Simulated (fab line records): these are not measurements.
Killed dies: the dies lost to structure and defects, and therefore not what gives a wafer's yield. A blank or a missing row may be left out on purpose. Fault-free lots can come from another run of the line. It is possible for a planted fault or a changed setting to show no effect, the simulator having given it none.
fab line records	flow berkeleyCmos170
record lots=6	wafers=15	lastDay=12
route steps=331 shown M1@244 V1@254
lots untouched by any fault: they come from a run of this same line in which no faults occurred
startH: hours from the record's first day to the start of the lot's first wafer shown	waitH: hours since the lot's step before	" the same as in the row above	L1.1+2: a single row standing in for several wafers	- value missing, or start not given	* or withheld: withheld	< > ~ a bound
route shown NAME@n: a module of which the file shows steps, and the number in the route of the first	usual: the fault-free wafers' mean and standard deviation	same: alike in all rows	chamber/n: place in a boat	sites: the reading at each site	_std_site: how widely they spread, as a standard deviation	_edge_site: outer sites' mean less inner sites'	radiusMm: for every site, how far away it sits from the centre of the wafer	mask NAME#n: copy n	behind: the last tool/chamber to shape the wafer	hold: reason for holding the lot/hours on hold/outcome of the hold	device: whichever transistor did not switch (one of n, p or np)	end of line: tests of these same wafers at the route's end	where a step has no rows: the recipe by itself	killed: dies that structure and defects cost at the first sort, which is not the same as the wafer's yield	map: per-die view of a wafer (x killed, . not killed, _ where there is no die)
set.NAME: the setting the step ran with; set.NAME@STEP: the setting that earlier step ran with	model.NAME: the simulator's own value behind a step, which no gauge read
lots at selected steps of the route; one table per step, one row per wafer
services: a tool's chamber out of use, with start hour (startH, from the record's first day; less than 0 if before it), hours out, and reason
## steps
# step UCB170_M1_EXPOSE_06
# recipe maskId=METAL1	targetCdNm=700	na=0.5	sigmaOuter=0.6	sourceShape=conventional	doseMj=21
# step UCB170_M1_PEB_07
# recipe pebTempC=130	pebTimeS=withheld	resist=KrF
# step UCB170_M1_DEVELOP_08
# recipe developer=TMAH	developTimeS=45	resist=KrF	devTempC=21
# step UCB170_M1_CD_MEAS_09
# recipe targetCdNm=700
# usual cdNm=699.8/1.7
lot.wafer	tool	chamber	startH	waitH	cdNm
L829.1	cdSem-02	-	158.46	-	700.6
L829.3	"	-	"	"	700.7
L829.4	"	-	"	"	698.8
L830.1	cdSem-02	-	174.20	-	700.8
L830.3	"	-	"	"	700.0
L830.6	"	-	"	"	699.3
L840.6	cdSem-01	-	220.88	-	702.6
L839.2	cdSem-01	-	221.16	-	699.7
L839.3	"	-	"	"	699.9
L848.3	cdSem-02	-	251.74	-	700.0
L848.4	"	-	"	"	701.7
L848.6	"	-	"	"	701.6
L850.1	cdSem-01	-	263.10	-	700.1
L850.2	"	-	"	"	701.7
L850.4	"	-	"	"	700.8
# step UCB170_M1_OVL_MEAS_10
# usual M1_OVL=-2/4.9
lot.wafer	tool	chamber	startH	waitH	M1_OVL[nm]
L829.1	overlay-02	-	158.58	0.1	4
L829.3	"	-	"	"	2
L829.4	"	-	"	"	1
L830.1	overlay-01	-	174.32	0.1	2
L830.3	"	-	"	"	1
L830.6	"	-	"	"	1
L840.6	overlay-02	-	220.93	0.0	-2
L839.2	overlay-02	-	221.27	0.1	-1
L839.3	"	-	"	"	2
L848.3	overlay-02	-	251.83	0.1	2
L848.4	"	-	"	"	-4
L848.6	"	-	"	"	3
L850.1	overlay-01	-	263.22	0.1	-6
L850.2	"	-	"	"	-9
L850.4	"	-	"	"	0
# step UCB170_M1_ETCH_11
# recipe chemistry=N2/H2	targetDepthA=withheld	overetchA=withheld	target=BARC	timeS=withheld	sourceW=500	biasW=100	pressureMtorr=30	n2FlowSccm=100	h2FlowSccm=200
# usual drypumpMotorCurrentA=5.7/0.42	h2FlowSccm=200.1/0.58	oesProductAu=0.996/0.017	rfFwdPowerW=495.2/1.8	throttleValvePct=13.28/0.16
lot.wafer	tool	chamber	startH	waitH	drypumpMotorCurrentA	h2FlowSccm	oesProductAu	rfFwdPowerW	throttleValvePct
L829.1	rieDiel-03	1	158.61	0.0	5.8	199.8	0.973	494.1	13.19
L829.3	"	0	"	"	5.7	201.0	1.002	496.6	13.38
L829.4	"	2	"	"	6.4	200.3	0.990	495.7	13.12
L830.1	rieDiel-02	3	174.36	0.0	5.5	200.3	0.992	496.1	13.47
L830.3	"	0	"	"	6.0	199.6	1.012	494.7	13.15
L830.6	"	1	"	"	4.9	199.6	0.965	495.7	13.23
L840.6	rieDiel-04	0	220.96	0.0	6.3	200.5	0.999	495.7	13.17
L839.2	rieDiel-03	3	221.30	0.0	5.2	200.3	0.995	493.8	13.53
L839.3	"	0	"	"	5.7	199.4	1.000	496.2	13.39
L848.3	rieDiel-02	1	251.85	0.0	4.9	200.5	0.965	495.1	13.21
L848.4	"	2	"	"	6.0	200.0	0.996	496.0	13.23
L848.6	"	3	"	"	5.5	199.0	1.019	495.5	13.48
L850.1	rieDiel-02	3	263.26	0.0	5.5	199.6	1.009	494.2	13.46
L850.2	"	2	"	"	6.0	200.7	0.997	494.5	13.21
L850.4	"	1	"	"	4.9	200.1	0.964	496.8	13.20
# step UCB170_M1_METAL_ETCH_12
# recipe chemistry=Cl2/BCl3	target=Al	stopOn=PSG	pressureMtorr=12	targetDepthA=7800	overEtchFrac=0.3	timeS=130	icpW=600	biasW=120	Cl2_flow_sccm=90	bcl3FlowSccm=45
# usual drypumpMotorCurrentA=5.90/0.25	oesProductAu=0.855/0.015	rfFwdPowerW=597.2/2.3	throttleValvePct=24.5/0.44
lot.wafer	tool	chamber	startH	waitH	drypumpMotorCurrentA	oesProductAu	rfFwdPowerW	rfHoursCounterH	throttleValvePct
L829.1	rieMetal-01	1	158.66	-	6.10	0.871	598.3	8	24.7
L829.3	"	1	"	"	6.07	0.879	596.9	-	24.7
L829.4	"	0	"	"	5.94	0.853	592.7	-	24.5
L830.1	rieMetal-02	1	174.40	-	6.29	0.869	595.2	4	24.3
L830.3	"	0	"	"	5.63	0.841	597.1	-	25.0
L830.6	"	1	"	"	6.27	0.869	595.0	-	24.3
L840.6	rieMetal-04	0	221.07	-	5.79	0.865	598.5	-	23.8
L839.2	rieMetal-01	0	221.34	-	5.94	0.852	595.8	14	24.5
L839.3	"	0	"	"	5.95	0.859	597.5	-	24.5
L848.3	rieMetal-01	0	251.94	-	5.95	0.853	596.1	-	24.5
L848.4	"	1	"	"	6.13	0.887	599.6	-	24.7
L848.6	"	1	"	"	6.10	0.895	599.1	-	24.7
L850.1	rieMetal-04	0	263.30	-	5.80	0.852	599.0	12	23.8
L850.2	"	1	"	"	5.66	0.862	598.5	3	25.1
L850.4	"	0	"	"	5.77	0.859	600.5	-	23.8
# step UCB170_M1_STRIP_13
# recipe chemistry=O2	powerW=400	pressureMtorr=3500	platenTempC=withheld	o2FlowSccm=400	overashFraction=0.5
# usual drypumpMotorCurrentA=5.41/0.28	oesProductAu=0.720/0.0045
lot.wafer	tool	chamber	startH	waitH	drypumpMotorCurrentA	oesProductAu	rfHoursCounterH
L829.1	plasmaAsher-04	1	158.79	0.1	5.01	0.736	47
L829.3	"	1	"	"	5.01	0.720	-
L829.4	"	0	"	"	5.33	0.718	-
L830.1	plasmaAsher-01	1	174.53	0.1	5.25	0.723	6
L830.3	"	0	"	"	5.93	0.723	-
L830.6	"	1	"	"	5.25	0.717	-
L840.6	plasmaAsher-04	0	221.18	0.1	5.34	0.719	-
L839.2	plasmaAsher-02	1	221.47	0.1	5.40	0.716	43
L839.3	"	0	"	"	5.48	0.728	-
L848.3	plasmaAsher-02	0	252.06	0.1	5.50	0.724	-
L848.4	"	1	"	"	5.43	0.719	-
L848.6	"	1	"	"	5.44	0.717	-
L850.1	plasmaAsher-01	0	263.44	0.1	5.91	0.720	16
L850.2	"	1	"	"	5.24	0.714	16
L850.4	"	1	"	"	5.24	0.722	-
# step UCB170_M1_CD_MEAS_90
# recipe targetCdNm=700
# usual cdNm=699.8/2.7
lot.wafer	tool	chamber	startH	waitH	cdNm
L829.1	cdSem-02	-	159.30	0.5	702.3
L829.3	"	-	"	"	700.0
L829.4	"	-	"	"	700.4
L830.1	cdSem-02	-	174.63	0.1	699.6
L830.3	"	-	"	"	700.6
L830.6	"	-	"	"	698.6
L840.6	cdSem-01	-	221.48	0.3	701.5
L839.2	cdSem-02	-	221.59	0.1	704.2
L839.3	"	-	"	"	702.9
L848.3	cdSem-02	-	252.17	0.1	703.3
L848.4	"	-	"	"	701.4
L848.6	"	-	"	"	701.2
L850.1	cdSem-01	-	263.54	0.1	697.9
L850.2	"	-	"	"	703.3
L850.4	"	-	"	"	700.8
# step UCB170_M1_ANNEAL_14
# recipe tempC=400	timeS=1200	ambient=formingGas
# step UCB170_V1_CVD_00
# recipe material=SiO2	targetThkNm=2000	tempC=390	precursor=TEOS/O2	timeS=250	rfW=550	pressureMtorr=9000
# usual heaterPowerW=242/61	rfFwdPowerW=548.6/1.7
lot.wafer	tool	chamber	startH	waitH	heaterPowerW	rfFwdPowerW
L829.1	pecvd-03	2	162.96	0.0	258	545.7
L829.3	"	0	"	"	324	548.2
L829.4	"	2	"	"	193	547.3
L830.1	pecvd-02	2	176.75	0.0	223	548.2
L830.3	"	0	"	"	262	547.8
L830.6	"	2	"	"	154	551.5
L840.6	pecvd-03	1	224.40	0.1	312	549.4
L839.2	pecvd-02	0	224.47	0.2	281	545.8
L839.3	"	2	"	"	204	548.3
L848.3	pecvd-02	1	262.97	0.0	178	548.1
L848.4	"	0	"	"	344	548.2
L848.6	"	1	"	"	122	550.1
L850.1	pecvd-03	0	267.47	0.0	279	549.1
L850.2	"	2	"	"	274	549.5
L850.4	"	1	"	"	218	548.7
# step UCB170_V1_THK_MEAS_01
# recipe reads=SiO2_of_V1_CVD_00
# usual V1_TEOS_THK=1999/25
lot.wafer	tool	chamber	startH	waitH	V1_TEOS_THK[nm]
L829.1	filmMetro-01	-	163.12	0.1	1985
L829.3	"	-	"	"	1978
L829.4	"	-	"	"	2029
L830.1	filmMetro-02	-	176.90	0.1	1971
L830.3	"	-	"	"	1970
L830.6	"	-	"	"	2000
L840.6	filmMetro-02	-	224.52	0.1	2038
L839.2	filmMetro-02	-	224.64	0.1	1992
L839.3	"	-	"	"	1984
L848.3	filmMetro-02	-	263.14	0.1	2006
L848.4	"	-	"	"	2045
L848.6	"	-	"	"	2039
L850.1	filmMetro-04	-	267.62	0.1	1952
L850.2	"	-	"	"	1981
L850.4	"	-	"	"	2003
# step UCB170_V1_CMP_02
# recipe material=SiO2	downForcePsi=6	platenRpm=60	padVelocityMS=0.75398
# usual motorCurrentA=16.3/1.4
lot.wafer	tool	chamber	startH	waitH	motorCurrentA	model.SiO2_of_V1_CVD_00.thkNm
L829.4	cmp-01	0	163.18	0.0	16.8	984.9
L829.1	"	1	"	"	13.8	985
L829.3	"	3	"	"	15.9	984.9
L830.3	cmp-02	0	177.01	0.1	17.8	984.3
L830.1	"	2	"	"	14.5	983.9
L830.6	"	0	"	"	17.8	985.1
L840.6	cmp-01	1	224.78	0.2	14.5	1362
L839.2	cmp-01	1	224.93	0.3	14.8	1348
L839.3	"	2	"	"	17.5	985.1
L848.4	cmp-02	0	263.18	0.0	18.2	983.8
L848.3	"	3	"	"	15.8	984.2
L848.6	"	0	"	"	18.6	983.8
L850.1	cmp-02	1	267.68	0.1	17.9	984
L850.4	"	2	"	"	13.9	983
L850.2	"	0	"	"	17.6	985
# step UCB170_V1_BOW_MEAS_03
# recipe mode=bow
# usual V1_BOW=18/6.6
lot.wafer	tool	chamber	startH	waitH	hold	V1_BOW[um]
L829.1	filmMetro-01	-	163.48	0.2	-	20
L829.3	"	-	"	"	-	33
L829.4	"	-	"	"	-	19
L830.1	filmMetro-04	-	177.26	0.1	-	13
L830.3	"	-	"	"	-	22
L830.6	"	-	"	"	-	7
L840.6	filmMetro-01	-	224.93	0.1	awaitDispo/0.2h/release	39
L840.6	filmMetro-01	-	225.22	0.3	-	-
L839.2	filmMetro-04	-	225.15	0.2	awaitDispo/0.2h/release	31
L839.3	"	-	"	"	awaitDispo/0.2h/release	17
L839.2	filmMetro-04	-	225.51	0.3	-	-
L839.3	"	-	"	"	-	-
L848.3	filmMetro-02	-	263.52	0.1	-	16
L848.4	"	-	"	"	-	13
L848.6	"	-	"	"	-	20
L850.1	filmMetro-04	-	267.98	0.2	-	24
L850.2	"	-	"	"	-	22
L850.4	"	-	"	"	-	-1
# step UCB170_V1_THK_MEAS_04
# recipe reads=SiO2_of_V1_CVD_00
# usual V1_POLISHED_THK=984.2/1.2
lot.wafer	tool	chamber	startH	waitH	hold	V1_POLISHED_THK[nm]
L829.1	filmMetro-01	-	163.60	0.1	-	984.7
L829.3	"	-	"	"	-	985.6
L829.4	"	-	"	"	-	985.2
L830.1	filmMetro-04	-	177.38	0.1	-	983.6
L830.3	"	-	"	"	-	984.3
L830.6	"	-	"	"	-	985.3
L840.6	filmMetro-01	-	226.39	1.1	awaitDispo/0.2h/release	1362.0
L840.6	filmMetro-01	-	226.61	0.2	-	1361.3
L839.2	filmMetro-04	-	229.55	4.0	awaitDispo/0.2h/release	1346.5
L839.3	"	-	"	"	awaitDispo/0.2h/release	985.5
L839.2	filmMetro-04	-	229.78	0.2	-	1348.7
L839.3	"	-	"	"	-	986.1
L848.3	filmMetro-02	-	263.62	0.1	-	983.2
L848.4	"	-	"	"	-	983.6
L848.6	"	-	"	"	-	983.6
L850.1	filmMetro-04	-	268.10	0.1	-	984.1
L850.2	"	-	"	"	-	984.7
L850.4	"	-	"	"	-	982.7
# step UCB170_V1_HMDS_06
# recipe primeTimeS=60	primeTempC=100
# step UCB170_V1_COAT_07
# recipe resist=KrF	spinRpm=1500	resistThkNm=900
# step UCB170_V1_SOFTBAKE_08
# recipe resist=KrF	tempC=130	timeS=60
# step UCB170_V1_EXPOSE_09
# recipe maskId=VIA1	targetCdNm=700	na=0.5	sigmaOuter=0.6	sourceShape=conventional	doseMj=37
# step UCB170_V1_PEB_10
# recipe pebTempC=130	pebTimeS=withheld	resist=KrF
# step UCB170_V1_DEVELOP_11
# recipe developer=TMAH	developTimeS=45	resist=KrF	devTempC=21
# step UCB170_V1_CD_MEAS_12
# recipe targetCdNm=700
# usual cdNm=700.1/1.5
lot.wafer	tool	chamber	startH	waitH	cdNm
L829.1	cdSem-01	-	166.14	-	698.7
L829.3	"	-	"	"	698.1
L829.4	"	-	"	"	699.8
L830.1	cdSem-01	-	179.04	-	702.5
L830.3	"	-	"	"	704.0
L830.6	"	-	"	"	702.4
L840.6	cdSem-02	-	234.95	-	702.3
L839.2	cdSem-02	-	240.38	-	701.3
L839.3	"	-	"	"	700.6
L848.3	cdSem-02	-	265.05	-	698.5
L848.4	"	-	"	"	698.4
L848.6	"	-	"	"	698.5
L850.1	cdSem-01	-	269.57	-	701.2
L850.2	"	-	"	"	700.9
L850.4	"	-	"	"	700.8
# step UCB170_V1_OVL_MEAS_13
# usual V1_OVL=0/6.7
lot.wafer	tool	chamber	startH	waitH	V1_OVL[nm]
L829.1	overlay-01	-	166.26	0.1	6
L829.3	"	-	"	"	10
L829.4	"	-	"	"	1
L830.1	overlay-02	-	179.16	0.1	1
L830.3	"	-	"	"	-7
L830.6	"	-	"	"	-9
L840.6	overlay-02	-	235.00	0.0	0
L839.2	overlay-02	-	240.48	0.1	4
L839.3	"	-	"	"	5
L848.3	overlay-02	-	265.15	0.1	3
L848.4	"	-	"	"	1
L848.6	"	-	"	"	4
L850.1	overlay-02	-	269.69	0.1	-6
L850.2	"	-	"	"	1
L850.4	"	-	"	"	-8
# step UCB170_V1_ETCH_14
# recipe chemistry=CHF3/CF4/Ar	target=SiO2	stopOn=Al	CHF3_flow_sccm=45	cf4FlowSccm=15	Ar_flow_sccm=150	pressureMtorr=200	rfW=700	targetDepthA=12500	overEtchFrac=0.25	timeS=291
# usual CHF3_flow_sccm=45.01/0.12	drypumpMotorCurrentA=5.6/0.44	oesProductAu=0.862/0.015	rfFwdPowerW=699.1/1.9	throttleValvePct=6.90/0.086
lot.wafer	tool	chamber	startH	waitH	CHF3_flow_sccm	drypumpMotorCurrentA	oesProductAu	rfFwdPowerW	rfHoursCounterH	throttleValvePct	model.etch.depthNm	model.V1.featureDepthNm
L829.1	rieDiel-02	3	166.30	0.0	44.95	5.5	0.875	698.7	110	6.98	985	985
L829.3	"	2	"	"	45.03	6.0	0.852	697.2	130	6.78	984.9	985.3
L829.4	"	1	"	"	45.16	4.9	0.847	698.2	28	6.90	984.9	984.9
L830.1	rieDiel-03	1	179.20	0.0	44.96	5.8	0.836	700.7	100	6.85	983.9	984
L830.3	"	2	"	"	45.07	6.4	0.856	697.5	79	6.79	984.3	984.6
L830.6	"	2	"	"	44.92	6.4	0.846	700.2	-	6.80	985.1	985.4
L840.6	rieDiel-01	2	235.24	0.2	45.11	5.9	1.024	698.4	-	6.92	1252	1252
L839.2	rieDiel-01	0	240.82	0.3	45.07	5.5	1.006	698.6	29	6.95	1245	1245
L839.3	"	3	"	"	45.20	5.4	0.877	699.4	61	6.83	985.1	985.4
L848.3	rieDiel-01	1	265.17	0.0	44.98	4.8	0.859	699.8	4	7.01	984.2	984.2
L848.4	"	2	"	"	45.12	5.9	0.884	698.2	131	6.89	983.8	983.8
L848.6	"	2	"	"	45.07	5.9	0.885	702.1	-	6.92	983.8	983.8
L850.1	rieDiel-02	1	269.72	0.0	45.26	4.9	0.842	702.3	32	6.89	984	984
L850.2	"	3	"	"	45.02	5.5	0.873	698.9	115	7.00	985	985
L850.4	"	2	"	"	45.05	6.0	0.845	696.8	-	6.79	983	983.3
# step UCB170_V1_STRIP_15
# recipe chemistry=O2	powerW=400	pressureMtorr=3500	platenTempC=withheld	o2FlowSccm=400	overashFraction=0.5
# usual drypumpMotorCurrentA=5.57/0.24	oesProductAu=0.722/0.0039	stripTimeToEndpointS=15.30/0.083
lot.wafer	tool	chamber	startH	waitH	drypumpMotorCurrentA	oesProductAu	rfHoursCounterH	stripTimeToEndpointS
L829.1	plasmaAsher-01	0	166.48	0.1	5.94	0.723	5	15.47
L829.3	"	1	"	"	5.21	0.718	-	15.38
L829.4	"	0	"	"	5.93	0.720	-	15.47
L830.1	plasmaAsher-01	1	179.38	0.1	5.21	0.729	7	15.30
L830.3	"	0	"	"	5.94	0.731	-	15.31
L830.6	"	0	"	"	5.94	0.720	-	15.31
L840.6	plasmaAsher-02	0	235.40	0.1	5.50	0.718	-	15.36
L839.2	plasmaAsher-03	0	241.00	0.1	5.71	0.724	53	15.31
L839.3	"	1	"	"	5.52	0.718	-	15.28
L848.3	plasmaAsher-01	0	265.38	0.1	5.94	0.722	-	15.29
L848.4	"	1	"	"	5.23	0.717	-	15.28
L848.6	"	0	"	"	5.94	0.720	-	15.30
L850.1	plasmaAsher-02	1	269.90	0.1	5.38	0.725	48	15.30
L850.2	"	0	"	"	5.49	0.724	48	15.23
L850.4	"	0	"	"	5.50	0.722	-	15.21
## services
tool	chamber	startH	hours	kind
pecvd-03	-	135.50	14.0	pm
plasmaAsher-01	-	139.20	2.4	repair
rieDiel-04	2	155.25	5.1	repair
pecvd-03	-	156.30	6.0	repair
plasmaAsher-02	-	166.49	4.4	repair
plasmaAsher-03	-	171.33	14.6	pm
cmp-01	-	175.20	1.3	repair
cmp-01	-	194.99	5.5	pm
rieDiel-02	0	198.50	2.6	repair
rieDiel-04	3	214.38	3.5	repair
pecvd-02	2	225.55	6.3	repair
cmp-02	-	226.71	4.6	pm
rieDiel-02	1	228.53	3.8	repair
cmp-02	-	232.16	4.0	pm
pecvd-02	1	232.63	6.5	repair
rieMetal-01	0	234.65	4.4	repair
plasmaAsher-02	-	241.06	1.0	repair
rieDiel-04	-	247.44	2.8	pm
plasmaAsher-01	-	251.91	3.9	repair
plasmaAsher-03	-	252.04	6.8	repair
rieDiel-02	-	252.25	2.1	repair
plasmaAsher-02	-	255.36	2.5	repair
pecvd-03	2	256.04	5.2	repair
rieDiel-02	-	267.07	0.4	repair
## key
firstSign step=UCB170_V1_BOW_MEAS_03	reading=visit	direction=added
effect step=UCB170_V1_THK_MEAS_04	reading=visit	direction=added
effect step=UCB170_V1_THK_MEAS_04	reading=V1_POLISHED_THK	direction=up	sigmas=99+	usual=984.2	struck=1354.2
effect step=UCB170_V1_ETCH_14	reading=oesProductAu	direction=up	sigmas=10	usual=0.862	struck=1.015
modelEffect step=UCB170_V1_CMP_02	value=SiO2_of_V1_CVD_00.thkNm	without=984.2	struck=1355
modelEffect step=UCB170_V1_ETCH_14	value=etch.depthNm	without=984.2	struck=1248
metAt UCB170_V1_CMP_02
struckWafers L839.2,L840.6
rowsEnd L839.2
laterRowsLeftOut L840.6
sortLeftOut L840.6
onsetBetween 163.18 224.78
fault kind=processParameterDrift	tool=cmp-01	chamber=1	onsetH=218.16	steps=UCB170_V1_CMP_02	channel=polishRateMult	offset=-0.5	shape=step
# sortLeftOut: the simulated sort isn't trusted on such a fault, so these wafers' sort isn't shown, and their yield isn't known
# laterRowsLeftOut: the simulator's readings of these wafers behind a module that went badly wrong aren't trusted and aren't shown, but for the sort
# rowsEnd: these wafers met a further fault down the route, and their rows from its step on are left out
